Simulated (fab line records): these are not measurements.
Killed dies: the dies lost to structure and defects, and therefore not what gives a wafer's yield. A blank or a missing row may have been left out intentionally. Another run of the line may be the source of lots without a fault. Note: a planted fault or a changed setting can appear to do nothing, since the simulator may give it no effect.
2 desks looking at one fault :: flow ritCmos :: each desk holds nothing but its own numbers, with what lay behind them at the end

== THE TOOL OWNER'S DESK: lithoTrack-02 ==
The tool's own readings at RIT_NSD_COAT_01 (resist thk 1000 nm): means of the sampled wafers that have a number, for each lot that ran on this tool. If a lot's mean is further than 4 standard deviations from the usual mean, the lot is out of limits and carries the mark OUT (the distance appears in the brackets).
Columns: A = chillPlateTempC at RIT_NSD_COAT_01, usual 23.00 C; B = dispensePressureKPa at RIT_NSD_COAT_01, usual 46.0 kPa
lot: L965
first seen here: day 3 09:38
A: 22.91
B: 48.0

lot: L968
first seen here: day 4 06:25
A: 22.80
B: 48.0

lot: L979
first seen here: day 6 07:00
A: 23.13
B: 48.0

lot: L980
first seen here: day 6 12:30
A: 22.89
B: 48.0

lot: L986
first seen here: day 7 23:13
A: 23.07
B: 48.0
This desk's verdict: no lot among the 5 shows anything out of limits.

== AT THE METROLOGY DESK ==
Means of the sampled wafers that have a number, per lot and without regard to the tool the lot ran on: this is what the gauges read. If a lot's mean is further than 4 standard deviations from the usual mean, the lot is out of limits and carries the mark OUT (the distance appears in the brackets).
Columns: A = NSD_OVL at RIT_NSD_OVL_MEAS_06, usual -0.2 nm; B = PSD_TW at RIT_PSD_TW_MEAS_10, usual 3437
lot: L965
first seen here: day 3 10:19
A: -0.3
B: 3457

lot: L966
first seen here: day 3 18:18
A: 1.2
B: 3450

lot: L968
first seen here: day 4 07:14
A: 1.4
B: 3434

lot: L969
first seen here: day 4 09:13
A: 0.1
B: 3426

lot: L971
first seen here: day 4 17:23
A: -1.7
B: 3455

lot: L973
first seen here: day 5 08:08
A: -
B: 3640 (+8.4) OUT

lot: L974
first seen here: day 5 13:18
A: -
B: 3667 (+9.6) OUT

lot: L979
first seen here: day 6 07:40
A: -1.6
B: 3401

lot: L980
first seen here: day 6 13:19
A: -2.3
B: 3471

lot: L982
first seen here: day 7 03:17
A: 1.8
B: 3410

lot: L983
first seen here: day 7 08:40
A: 0.3
B: 3431

lot: L984
first seen here: day 7 09:59
A: 0.1
B: 3446

lot: L985
first seen here: day 7 15:28
A: 0.5
B: 3415

lot: L986
first seen here: day 7 23:56
A: 0.1
B: 3422
Per this desk, out of limits: L973, L974; the first was L973, day 5 08:08 (PSD_TW at RIT_PSD_TW_MEAS_10). L965, L966, L968, L969, L971, L979, L980, L982, L983, L984, L985, L986: within limits.

== BROUGHT TOGETHER ==
An alarm was possible from the metrology desk at day 5 08:08, on L973, L974.
Nothing out of limits was seen by the tool owner's desk.
The tool owner's desk has no number on record for L973, L974.
Every lot named ran RIT_NSD_COAT_01 on lithoTrack-02.

== WHAT WAS PUT IN BY THE SIMULATOR ==
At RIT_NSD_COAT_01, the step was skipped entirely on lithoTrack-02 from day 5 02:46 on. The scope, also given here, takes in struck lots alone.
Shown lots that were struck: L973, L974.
Delay in hours, fault start to first out-of-limits reading, per desk: metrology desk 5.
